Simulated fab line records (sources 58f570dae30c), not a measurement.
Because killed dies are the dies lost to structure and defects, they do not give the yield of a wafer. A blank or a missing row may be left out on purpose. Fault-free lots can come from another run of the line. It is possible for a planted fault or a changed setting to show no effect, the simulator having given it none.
Split-lot experiment | flow berkeley cmos170 | route with 331 steps; 5 lots, 23 wafers read

== SPLIT DETAILS ==
At UCB170_PSD_IMPLANT_08, the setting dose cm2 was moved away from the recipe's 3e+15 on 7 of the 23 wafers read, by -6.8% to +4.9%. The other wafers ran this setting at the recipe's value.

== FROM THE SPLIT TO THE READING: what the file shows between them, 6 steps ==
- UCB170_PSD_STRIP_09: strips in O2
- UCB170_PSD_TW_MEAS_10
- UCB170_NSD_STRIP_09: strips in O2 (also split here: power w)
- UCB170_NSD_CLEAN_11: cleans in SPM, time 600 s
- UCB170_SDANNEAL_RTA_00: time 10 s
- UCB170_SDANNEAL_RTA_01: time 5 s

== THE READING ==
Measured at UCB170_SDANNEAL_RS_MEAS_02 by four-point probe: PSD_RS, in ohm/sq. Typical for fault-free wafers on this fab line: 75.44 ohm/sq, with standard deviation 0.24 ohm/sq.

wafer  | tool, chamber at the split | dose cm2 as run | against the recipe | PSD_RS, ohm/sq | against lot-mates on the recipe
L074.1 | implanter-01, 0            | 3e+15           | recipe             | 75.24          | -
L074.2 | implanter-01, 0            | 2.905e+15       | -3.2%              | 77.38          | +1.94
L074.4 | implanter-01, 0            | 3e+15           | recipe             | 75.63          | -
L074.5 | implanter-01, 0            | 3e+15           | recipe             | 75.44          | -
L074.6 | implanter-01, 0            | 2.905e+15       | -3.2%              | 77.40          | +1.96
L076.1 | implanter-02, 0            | 3e+15           | recipe             | 75.68          | -
L076.2 | implanter-02, 0            | 3e+15           | recipe             | 75.80          | -
L076.3 | implanter-02, 0            | 3e+15           | recipe             | 75.40          | -
L076.4 | implanter-02, 0            | 3e+15           | recipe             | 75.72          | -
L076.6 | implanter-02, 0            | 3e+15           | recipe             | 75.65          | -
L079.2 | implanter-02, 0            | 3e+15           | recipe             | 75.45          | -
L079.3 | implanter-02, 0            | 3e+15           | recipe             | 75.13          | -
L079.4 | implanter-02, 0            | 2.795e+15       | -6.8%              | 79.48          | +4.19
L079.5 | implanter-02, 0            | 2.795e+15       | -6.8%              | 79.38          | +4.09
L079.6 | implanter-02, 0            | 2.795e+15       | -6.8%              | 79.45          | +4.16
L077.1 | implanter-01, 0            | 3e+15           | recipe             | 75.50          | -
L077.2 | implanter-01, 0            | 3e+15           | recipe             | 75.67          | -
L077.3 | implanter-01, 0            | 3.148e+15       | +4.9%              | 72.76          | -2.76
L077.4 | implanter-01, 0            | 3e+15           | recipe             | 75.40          | -
L077.6 | implanter-01, 0            | 3.148e+15       | +4.9%              | 72.88          | -2.64
L081.1 | implanter-04, 0            | 3e+15           | recipe             | 75.22          | -
L081.2 | implanter-04, 0            | 3e+15           | recipe             | 75.26          | -
L081.6 | implanter-04, 0            | 3e+15           | recipe             | 75.40          | -

FIT RESULTS
A straight line over all 23 wafers: PSD_RS changes by -0.57 ohm/sq for each +1% of dose cm2; r = -0.99; the points scatter about the line by 0.18 ohm/sq.
The same after taking each lot's own level away (the mean of its wafers on the recipe; 23 wafers): -0.591 ohm/sq for each +1%; r = -1.00; scatter 0.14 ohm/sq.
That fit puts the effect of the largest move of dose cm2 on the reading at 4 ohm/sq.
Across the lots, their own levels run from 75.290 to 75.650 ohm/sq, a range of 1.5 times the standard deviation given above.
The two slopes are in agreement: the lot-to-lot level therefore moves the slope only a little.
Check: for one of the wafers moved furthest among these (-6.8%), held out of the fit, the line's prediction against its lot-mates is +4.04 ohm/sq. Against them it came out at +4.19 ohm/sq.

== ADDITIONAL SPLITS CARRIED BY THESE WAFERS ==
Other splits were also applied to these wafers ahead of the reading. Each is held against what the fit with the lots' levels taken away leaves over:
other split on the same wafers | wafers away from the commonest value | r with PSD_RS (lot level and that fit taken away)
UCB170_NSD_STRIP_09 power w    | 9                                    | +0.06

== THE WHOLE CHAIN: every reading that the file lists as answering this split, in the file's order ==
step                       | what it does                 | reading                  | change (the file's fit)              | r (the file's)
UCB170_PSD_STRIP_09        | strips in O2                 | strip time to endpoint s | withheld for each +1% of the setting | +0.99
UCB170_PSD_TW_MEAS_10      |                              | PSD_TW                   | +7.76 for each +1% of the setting    | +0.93
UCB170_SDANNEAL_RS_MEAS_02 | measures by four-point-probe | PSD_RS                   | -0.59 for each +1% of the setting    | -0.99

== THE FILE'S OWN FIT ==
PSD_RS changes by -0.59 ohm/sq for each +1% of dose cm2, r = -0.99.
